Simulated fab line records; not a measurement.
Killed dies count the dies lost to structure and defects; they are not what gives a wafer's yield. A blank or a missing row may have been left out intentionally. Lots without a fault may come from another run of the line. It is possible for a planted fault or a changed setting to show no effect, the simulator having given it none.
A lot that was struck, set against a sound lot | flow berkeleyCmos170 | 16 out of 331 route steps
Sound: the wafers L149.1, L149.2, L149.5. Wafers L153.1, L153.3, L153.6 were the ones struck. The cause is named last.
Per side, at each step with rows, come the tool, then ch with its chambers, and then its first start. Under that, the readings that differ: sound wafers | struck wafers | difference of the means | sigmas: that difference in standard deviations of wafers without a fault.
alike: words and numbers the same on both sides, and readings whose means are apart by under 2 such deviations; not compared: readings that were withheld, readings missing a value for some wafer, numbers with overlapping values and no deviation given by the record, and bounds like >300 which may hide the same value.
A row with sigmas, a row that says differs or no value, or rows on one side alone: a step with any of these is where the two part. When numbers do not overlap yet have no deviation, they are printed without sigmas and do not part them. A reading that every wafer of one side lacks parts them only if that side has two wafers or more.

first, 1 step without rows for these wafers: UCB170_PLDD_IMPLANT_09.
UCB170_PLDD_STRIP_10: strips in O2.
  sound on plasmaAsher-02 ch 0,1, day 7 07:24; struck on plasmaAsher-02 ch 0,1, day 7 22:55
  alike: drypumpMotorCurrentA, oesProductAu, stripTimeToEndpointS
  not compared: rfHoursCounterH
UCB170_PLDD_TW_MEAS_11:
  sound: filmMetro-03 at day 7 07:30; struck: filmMetro-01 at day 7 23:01
  alike: PLDD_TW
then, 7 steps without rows for these wafers: UCB170_PLDD_CLEAN_12 (cleans in SPM, time 600 s); UCB170_NLDD_HMDS_00 (prime time 60 s); UCB170_NLDD_COAT_01 (resist thk 900 nm); UCB170_NLDD_SOFTBAKE_02 (time 60 s); UCB170_NLDD_EXPOSE_03 (exposes mask NSELECT, target cd 1200 nm); UCB170_NLDD_PEB_04; UCB170_NLDD_DEVELOP_05 (develop time 45 s).
UCB170_NLDD_CD_MEAS_06 targets a cd of 1200 nm.
  sound: cdSem-02 at day 7 08:43; struck: cdSem-02 at day 8 01:57
  alike: cdNm
UCB170_NLDD_OVL_MEAS_07:
  sound: overlay-02 at day 7 08:50; struck: overlay-02 at day 8 02:04
reading       | sound   | struck  | difference | sigmas
NLDD_OVL (nm) | 11 7 13 | 5 -1 -3 | -10        | -2
UCB170_NLDD_IMPLANT_08:
  sound on implanter-01 ch 0, day 7 08:52; struck on implanter-04 ch 0, day 8 02:06
reading                  | sound             | struck            | difference | sigmas
implantIonAmu            | 75 75 75          | 49 49 49          | -26        | 
model.implant.drpNm (nm) | 9.611 9.611 9.611 | 12.97 12.97 12.97 | +3.36      | 
model.implant.rpNm (nm)  | 21.49 21.49 21.49 | 24.2 24.2 24.2    | +2.7       | 
  alike: endStationPressureTorr, faradayCurrentUA
after that, 1 step had no rows for these wafers: UCB170_NLDD_IMPLANT_09.
UCB170_NLDD_STRIP_10: strips in O2.
  sound on plasmaAsher-04 ch 0,1, day 7 09:10; struck on plasmaAsher-03 ch 0,1, day 8 02:24
  alike: drypumpMotorCurrentA, oesProductAu, stripTimeToEndpointS
  not compared: rfHoursCounterH
UCB170_NLDD_TW_MEAS_11:
  sound: filmMetro-01 at day 7 09:16; struck: filmMetro-01 at day 8 02:50
reading | sound          | struck         | difference | sigmas
NLDD_TW | 2198 2183 2198 | 1912 1907 1909 | -284       | -16
  not compared: hold

## WHERE THEY PART
Earliest at UCB170_NLDD_OVL_MEAS_07; latest, in this record, at UCB170_NLDD_TW_MEAS_11.

WHY: the cause the simulator had injected
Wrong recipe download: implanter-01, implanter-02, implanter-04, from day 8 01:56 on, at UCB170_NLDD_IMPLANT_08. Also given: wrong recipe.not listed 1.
